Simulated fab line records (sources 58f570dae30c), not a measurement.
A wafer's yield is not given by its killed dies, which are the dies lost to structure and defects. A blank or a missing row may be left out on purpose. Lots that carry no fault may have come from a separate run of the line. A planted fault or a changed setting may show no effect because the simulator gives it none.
The same fault as seen by 2 desks -- flow berkeley_cmos170 -- numbers are kept per desk, each desk with only its own; the story behind them comes last

== AT THE TOOL OWNER'S DESK: implanter-01 ==
The tool's own readings at UCB170_NLDD_IMPLANT_08, given as means over the sampled wafers that have a number, one for each lot that went through this tool. Any lot whose mean is over 4 standard deviations away from the usual mean is out of limits and marked OUT; that distance is given in the brackets.
Columns: A = tilt_deg at UCB170_NLDD_IMPLANT_08, usual 6.999 degrees
lot,first seen here,A
L302,day 7 11:26,6.991
L305,day 8 03:26,6.999
L312,day 9 23:59,6.963
Result from this desk: across the 3 lots, nothing is out of limits.

== THE METROLOGY DESK ==
What the gauges read, lot by lot, whatever tool the lot ran on: means of the sampled wafers that have a number. Any lot whose mean is over 4 standard deviations away from the usual mean is out of limits and marked OUT; that distance is given in the brackets.
Columns: A = cd_nm at UCB170_NLDD_CD_MEAS_06, usual 1200.1 nm; B = cd_nm at UCB170_PSD_CD_MEAS_06, usual 1199.7 nm; C = NSD_OVL at UCB170_NSD_OVL_MEAS_07, usual 3 nm; D = NLDD_RS at UCB170_SDANNEAL_RS_MEAS_05, usual 615.8 ohm/sq
lot,first seen here,A,B,C,D
L302,day 7 11:17,1199.0,1200.8,8,614.5
L301,day 7 12:08,1201.0,1200.4,1,614.2
L303,day 8 02:14,1200.3,1200.7,3,618.5
L304,day 8 02:33,1199.7,1201.0,6,617.8
L305,day 8 03:17,1199.7,1198.5,6,615.4
L307,day 8 21:28,1200.6,1201.6,5,615.0
L312,day 9 23:49,1198.6,1198.6,11,563.0 (-38) OUT
L316,day 11 01:22,1201.7,1199.5,9,615.4
L317,day 11 08:34,1200.8,1197.8,0,616.1
L318,day 11 08:41,1199.3,1200.1,3,615.0
L320,day 12 01:35,1198.5,1199.9,3,616.3
L321,day 12 02:33,1199.7,1201.6,3,615.6
L323,day 12 10:53,1200.2,1200.8,3,616.5
This desk reports L312 out of limits; the earliest was L312 at day 10 12:48 (NLDD_RS at UCB170_SDANNEAL_RS_MEAS_05). Within limits: L302, L301, L303, L304, L305, L307, L316, L317, L318, L320, L321, L323.

== PUT TOGETHER ==
An alarm was possible from the metrology desk at day 10 12:48, on L312.
Nothing out of limits was seen by the tool owner's desk.
Tool owner's desk: L312 on record, inside its limits.
Every lot named ran UCB170_NLDD_IMPLANT_08 on implanter-01.

== WHAT WAS PUT IN BY THE SIMULATOR ==
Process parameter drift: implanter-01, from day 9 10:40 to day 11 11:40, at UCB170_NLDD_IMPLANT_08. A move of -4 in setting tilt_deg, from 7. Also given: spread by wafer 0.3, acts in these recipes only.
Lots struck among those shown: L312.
Delay in hours, fault start to first out-of-limits reading, per desk: metrology desk 26.
